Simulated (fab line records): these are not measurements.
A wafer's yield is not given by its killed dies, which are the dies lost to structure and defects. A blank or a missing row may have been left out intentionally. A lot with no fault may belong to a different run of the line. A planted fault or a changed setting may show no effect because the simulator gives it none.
Struck lot and sound lot, side by side | flow ritCmos | 43 steps out of a route of 202
Sound: these wafers, L691.1, L691.3, L691.6. The struck wafers were L695.1, L695.3, L695.6. The cause comes at the end.
Per side, at each step with rows, come the tool, then ch with its chambers, and then its first start. Under that, the readings that differ: sound wafers | struck wafers | difference of the means | sigmas: that difference in standard deviations of wafers without a fault.
alike: readings whose means differ by less than 2 such deviations, and words and numbers that are the same on both sides. not compared: withheld readings, readings that some wafer has no value for, bounds like >300 that may hide the same value, and numbers for which the record gives no deviation and whose values overlap.
A row with sigmas, a row that says differs or no value, or rows on one side alone: a step with any of these is where the two part. Numbers that don't overlap but have no deviation are shown without sigmas and don't part them. Lack of a reading on every wafer of one side parts them only where that side has two or more wafers.

first, 5 steps without rows for these wafers: RIT_ACTIVE_COAT_06 (resist thk 1000 nm); RIT_ACTIVE_SOFTBAKE_07 (time 60 s); RIT_ACTIVE_EXPOSE_08 (exposes mask M1, target cd 1400 nm); RIT_ACTIVE_PEB_09; RIT_ACTIVE_DEVELOP_10 (develop time 50 s).
RIT_ACTIVE_CD_MEAS_11: the cd target is 1400 nm.
  sound on cdSem-02 at day 4 17:55; struck on cdSem-02 at day 5 14:00
  alike: cdNm
then, 1 step without rows for these wafers: RIT_ACTIVE_HARDBAKE_12 (time 60 s).
RIT_ACTIVE_ETCH_13: etches Si3N4 in SF6, stops on SiO2, time 210 s, target depth 210 nm.
  sound on rieDiel-01 ch 0,2, day 4 18:11; struck on rieDiel-01 ch 1,2,3, day 5 14:16
  alike: drypumpMotorCurrentA, oesProductAu, throttleValvePct
  not compared: rfHoursCounterH
RIT_ACTIVE_STRIP_14: strips in O2, time 180 s.
  sound on plasmaAsher-04 ch 0,1, day 4 18:19; struck on plasmaAsher-02 ch 1, day 5 14:25
  alike: drypumpMotorCurrentA, rfReflPowerW
  not compared: rfHoursCounterH
RIT_ACTIVE_CD_MEAS_90: the cd target is 1400 nm.
  sound on cdSem-01 at day 4 18:29; struck on cdSem-01 at day 5 14:35
  alike: cdNm
then, 2 steps without rows for these wafers: RIT_ACTIVE_CLEAN_15 (cleans in SC1, time 600 s); RIT_ACTIVE_CLEAN_16 (cleans in dHF, time 30 s).
RIT_ACTIVE_CLEAN_17: cleans in SC2, time 600 s.
  sound on wetBench-02 ch 3, day 4 18:49; struck on wetBench-02 ch 0, day 5 14:55
then, 1 step without rows for these wafers: RIT_FOX1_OXIDATION_00 (target thk 350.7 nm, ox time 1130 s).
RIT_FOX1_THK_MEAS_01:
  sound on filmMetro-04 at day 5 00:50; struck on filmMetro-01 at day 5 19:20
  alike: FOX1_OXIDE_THK
then, 2 steps without rows for these wafers: RIT_FOX1_WET_ETCH_02 (etches SiO2 in BOE, target depth 350 nm, time 390 s); RIT_FOX2_OXIDATION_00 (target thk 350.7 nm, ox time 1130 s).
RIT_FOX2_THK_MEAS_01:
  sound on filmMetro-04 at day 5 03:01; struck on filmMetro-01 at day 5 21:44
  alike: FOX2_OXIDE_THK
then, 2 steps without rows for these wafers: RIT_FOX2_CLEAN_02 (cleans in dHF, time 180 s); RIT_FOX2_WET_ETCH_03 (etches Si3N4 in H3PO4, target depth 195 nm, time 2700 s).
RIT_FOX2_THK_MEAS_90:
  sound on filmMetro-02 at day 5 03:53; struck on filmMetro-02 at day 5 22:36
  alike: FIELD_OXIDE_LEFT_1_THK
then, 6 steps without rows for these wafers: RIT_NWELL_HMDS_00 (prime time 60 s); RIT_NWELL_COAT_01 (resist thk 1300 nm); RIT_NWELL_SOFTBAKE_02 (time 60 s); RIT_NWELL_EXPOSE_03 (exposes mask M2, target cd 43900 nm); RIT_NWELL_PEB_04; RIT_NWELL_DEVELOP_05 (develop time 68 s).
RIT_NWELL_OVL_MEAS_06:
  sound on overlay-02 at day 5 05:06; struck on overlay-01 at day 5 23:40
  alike: NWELL_OVL
then, 2 steps without rows for these wafers: RIT_NWELL_HARDBAKE_07 (time 120 s); RIT_NWELL_IMPLANT_08.
RIT_NWELL_STRIP_09: strips in O2, time 180 s.
  sound on plasmaAsher-03 ch 0,1, day 5 05:32; struck on plasmaAsher-04 ch 0,1, day 6 00:06
  alike: drypumpMotorCurrentA, rfReflPowerW
  not compared: rfHoursCounterH
RIT_NWELL_TW_MEAS_10:
  sound on filmMetro-03 at day 5 05:43; struck on filmMetro-02 at day 6 00:17
  alike: NWELL_TW
then, 6 steps without rows for these wafers: RIT_PWELL_HMDS_00 (prime time 60 s); RIT_PWELL_COAT_01 (resist thk 1300 nm); RIT_PWELL_SOFTBAKE_02 (time 60 s); RIT_PWELL_EXPOSE_03 (exposes mask M3, target cd 43700 nm); RIT_PWELL_PEB_04; RIT_PWELL_DEVELOP_05 (develop time 68 s).
RIT_PWELL_OVL_MEAS_06:
  sound on overlay-02 at day 5 06:39; struck on overlay-02 at day 6 01:20
  alike: PWELL_OVL
then, 2 steps without rows for these wafers: RIT_PWELL_HARDBAKE_07 (time 120 s); RIT_PWELL_IMPLANT_08.
RIT_PWELL_STRIP_09: strips in O2, time 180 s.
  sound on plasmaAsher-03 ch 0,1, day 5 07:05; struck on plasmaAsher-02 ch 0,1, day 6 01:47
  alike: drypumpMotorCurrentA, rfReflPowerW
  not compared: rfHoursCounterH
RIT_M1_PROBE_99:
  sound on prober-01 at day 6 23:43; struck on prober-02 at day 8 01:44
reading                                      | sound                | struck                 | difference | sigmas
model.etest.pmos_0p15.gateLog10ACm2          | -6.642 -6.856 -6.38  | -1.02 -1.093 -1.04     | +5.58      | 
model.etest.nmos_0p15.gateLog10ACm2          | -5.632 -5.62 -5.342  | -0.428 -0.6103 -0.5273 | +5.009     | 
model.etest.gateToDiffusionComb.leakLog10AUm | -12.39 -12.51 -12.2  | -7.406 -7.641 -7.496   | +4.852     | 
model.etest.nmosNarrow.offLog10AUm           | -13.29 -13.3 -13.41  | -11.02 -11.24 -11.02   | +2.24      | 
model.etest.gateEndArray.leakLog10AUm        | -12.92 -12.85 -12.86 | -10.76 -10.89 -10.75   | +2.08      | 
model.etest.nmos_0p3.offLog10AUm             | -13.2 -13.07 -13.09  | -10.84 -11.11 -10.97   | +2.15      | 
model.etest.pmosNarrow.offLog10AUm           | -12.76 -12.78 -12.52 | -10.82 -10.8 -10.69    | +1.92      | 
model.etest.pmos_0p3.offLog10AUm             | -12.88 -12.9 -12.59  | -10.87 -10.91 -10.8    | +1.93      | 
  alike: killedAtContacts, killedAtFrontEnd, killedDies, killedOpen, killedShort

WHERE THEY PART
Nowhere in this record.

WHY: what had been put in by the simulator
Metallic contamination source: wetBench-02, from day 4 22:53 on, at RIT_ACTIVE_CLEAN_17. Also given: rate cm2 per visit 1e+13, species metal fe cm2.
